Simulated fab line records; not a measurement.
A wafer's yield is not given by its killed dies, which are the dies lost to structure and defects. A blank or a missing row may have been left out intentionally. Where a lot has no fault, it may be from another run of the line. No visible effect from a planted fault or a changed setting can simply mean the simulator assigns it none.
Split-lot experiment + flow berkeley_cmos170 + 23 wafers read across 5 lots, on a route 331 steps long

== SPLIT DETAILS ==
At UCB170_PWELL_OXIDATION_02 (target thk 26.4 nm, ox time 1260 s), the setting ox_time_s was moved away from the recipe's 1260 s on 20 of the 23 wafers read, by -14.4% to -4.0%. All remaining wafers had this setting at the recipe value.

The reading comes from the split's own step.

== THE READING ==
SiO2_of_PWELL_OXIDATION_02.thk_nm (the simulator's own value, which no gauge read), in nm, at UCB170_PWELL_OXIDATION_02 (target thk 26.4 nm, ox time 1260 s). There is no usual value for it anywhere in the file. Average 26.38 nm, standard deviation 0.045 nm, over the 3 wafers here run with the recipe.

| wafer  | tool, chamber at the split | ox_time_s as run, s | against the recipe | SiO2_of_PWELL_OXIDATION_02.thk_nm, nm | against lot-mates on the recipe |
|--------|----------------------------|---------------------|--------------------|---------------------------------------|---------------------------------|
| L075.1 | -, -                       | 1119                | -11.2%             | 25.36                                 | no lot-mate on the recipe       |
| L075.2 | -, -                       | 1119                | -11.2%             | 25.27                                 | no lot-mate on the recipe       |
| L075.3 | -, -                       | 1119                | -11.2%             | 25.31                                 | no lot-mate on the recipe       |
| L075.4 | -, -                       | 1119                | -11.2%             | 25.24                                 | no lot-mate on the recipe       |
| L075.5 | -, -                       | 1119                | -11.2%             | 25.55                                 | no lot-mate on the recipe       |
| L076.1 | -, -                       | 1210                | -4.0%              | 25.82                                 | no lot-mate on the recipe       |
| L076.2 | -, -                       | 1210                | -4.0%              | 25.49                                 | no lot-mate on the recipe       |
| L076.3 | -, -                       | 1210                | -4.0%              | 25.74                                 | no lot-mate on the recipe       |
| L076.4 | -, -                       | 1210                | -4.0%              | 25.36                                 | no lot-mate on the recipe       |
| L076.5 | -, -                       | 1210                | -4.0%              | 25.61                                 | no lot-mate on the recipe       |
| L077.2 | furnace-03, 0              | 1260                | recipe             | 26.44                                 | -                               |
| L077.4 | furnace-03, 0              | 1260                | recipe             | 26.38                                 | -                               |
| L077.5 | furnace-03, 0              | 1260                | recipe             | 26.33                                 | -                               |
| L078.2 | -, -                       | 1110                | -11.9%             | 24.89                                 | no lot-mate on the recipe       |
| L078.3 | -, -                       | 1110                | -11.9%             | 24.76                                 | no lot-mate on the recipe       |
| L078.4 | -, -                       | 1110                | -11.9%             | 24.52                                 | no lot-mate on the recipe       |
| L078.5 | -, -                       | 1110                | -11.9%             | 24.78                                 | no lot-mate on the recipe       |
| L078.6 | -, -                       | 1110                | -11.9%             | 24.61                                 | no lot-mate on the recipe       |
| L083.1 | -, -                       | 1079                | -14.4%             | 24.03                                 | no lot-mate on the recipe       |
| L083.2 | -, -                       | 1079                | -14.4%             | 23.92                                 | no lot-mate on the recipe       |
| L083.4 | -, -                       | 1079                | -14.4%             | 24                                    | no lot-mate on the recipe       |
| L083.5 | -, -                       | 1079                | -14.4%             | 24.37                                 | no lot-mate on the recipe       |
| L083.6 | -, -                       | 1079                | -14.4%             | 23.87                                 | no lot-mate on the recipe       |

THE FIT
A straight line over all 23 wafers: SiO2_of_PWELL_OXIDATION_02.thk_nm changes by +0.136 nm for each +1% of ox_time_s; r = +0.90; the points scatter about the line by 0.35 nm.
Too few moved wafers have a lot-mate on the recipe to fit a line with each lot's own level taken away.

== FILE'S OWN FIT ==
SiO2_of_PWELL_OXIDATION_02.thk_nm changes by +0.136 nm for each +1% of ox_time_s, r = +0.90.
